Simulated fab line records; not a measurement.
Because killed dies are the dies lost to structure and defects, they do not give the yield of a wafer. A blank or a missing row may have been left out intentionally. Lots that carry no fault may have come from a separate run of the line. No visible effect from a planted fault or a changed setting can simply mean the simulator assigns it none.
Split-lot study    flow berkeley cmos170    23 wafers read from 5 lots, route of 331 steps

== ON THE SPLIT ==
At UCB170_GATE_EXPOSE_09 (exposes mask POLY, target cd 350 nm), the setting dose mj was moved away from the recipe's 21 on 6 of the 23 wafers read, by +4.0% to +6.0%. For the rest of the wafers, this setting stayed at what the recipe calls for.

== FROM THE SPLIT TO THE READING: what the file shows between them, 2 steps ==
- UCB170_GATE_PEB_10
- UCB170_GATE_DEVELOP_11: develop time 45 s

== THE READING ==
At UCB170_GATE_CD_MEAS_12: cd nm in nanometres, against a target cd of 350 nm. A value of 350.3 nm with a standard deviation of 1.4 nm is what fault-free wafers of this fab line usually give.

wafer   tool, chamber at the split  dose mj as run  against the recipe  cd nm, nm  against lot-mates on the recipe
L074.1  krf scanner-01, 0           21              recipe              349.5      -
L074.2  krf scanner-01, 0           21              recipe              350.3      -
L074.3  krf scanner-01, 0           21              recipe              350.0      -
L074.4  krf scanner-01, 0           21              recipe              349.7      -
L074.5  krf scanner-01, 0           21              recipe              349.1      -
L076.1  krf scanner-02, 0           21              recipe              349.9      -
L076.2  krf scanner-02, 0           21              recipe              350.1      -
L076.4  krf scanner-02, 0           21.85           +4.0%               342.7      -7.3
L076.5  krf scanner-02, 0           21.85           +4.0%               342.1      -7.9
L076.6  krf scanner-02, 0           21.85           +4.0%               343.8      -6.2
L077.2  krf scanner-01, 0           22.26           +6.0%               338.8      -11.6
L077.3  krf scanner-01, 0           21              recipe              349.3      -
L077.4  krf scanner-01, 0           21              recipe              351.4      -
L077.5  krf scanner-01, 0           22.26           +6.0%               340.0      -10.4
L077.6  krf scanner-01, 0           22.26           +6.0%               340.0      -10.4
L078.1  krf scanner-01, 0           21              recipe              351.3      -
L078.3  krf scanner-01, 0           21              recipe              351.1      -
L078.4  krf scanner-01, 0           21              recipe              352.6      -
L078.5  krf scanner-01, 0           21              recipe              351.6      -
L078.6  krf scanner-01, 0           21              recipe              352.8      -
L084.1  krf scanner-01, 0           21              recipe              349.1      -
L084.4  krf scanner-01, 0           21              recipe              349.8      -
L084.5  krf scanner-01, 0           21              recipe              348.9      -

THE FIT
A straight line over all 23 wafers: cd nm changes by -1.81 nm for each +1% of dose mj; r = -0.97; the points scatter about the line by 1.1 nm.
The same after taking each lot's own level away (the mean of its wafers on the recipe; 23 wafers): -1.78 nm for each +1%; r = -0.99; scatter 0.63 nm.
That fit puts the effect of the largest move of dose mj on the reading at 11 nm.
The span of the lots' own levels, 349.27 to 351.88 nm, comes to 1.9 times the standard deviation stated above.
Consequently the slope shifts little with the lot-to-lot level, the two slopes agreeing.
Check: -10.4 nm against its lot-mates is what the line predicts for one of the wafers moved furthest among these (+6.0%) when that wafer is left out of the fit. Against them it came out at -11.6 nm.

== OTHER SPLITS APPLIED TO THESE WAFERS ==
These wafers also went through other splits before the reading. Each is held against what the fit with the lots' levels taken away leaves over:
other split on the same wafers       wafers away from the commonest value  r with cd nm (lot level and that fit taken away)
UCB170_NWELL_OXIDATION_01 ox time s  15                                    +0.00
UCB170_NWELL_CVD_04 temp c           18                                    -0.04
UCB170_PWELL_OXIDATION_02 ox time s  18                                    -0.01
UCB170_PWELL_COAT_08 resist thk nm   7                                     +0.14
UCB170_PFIELD_IMPLANT_07 dose cm2    11                                    +0.31
UCB170_NVT_COAT_01 resist thk nm     10                                    -0.04
UCB170_PVT_COAT_01 resist thk nm     8                                     -0.12

== FILE'S OWN FIT ==
cd nm changes by -1.78 nm for each +1% of dose mj, r = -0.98.
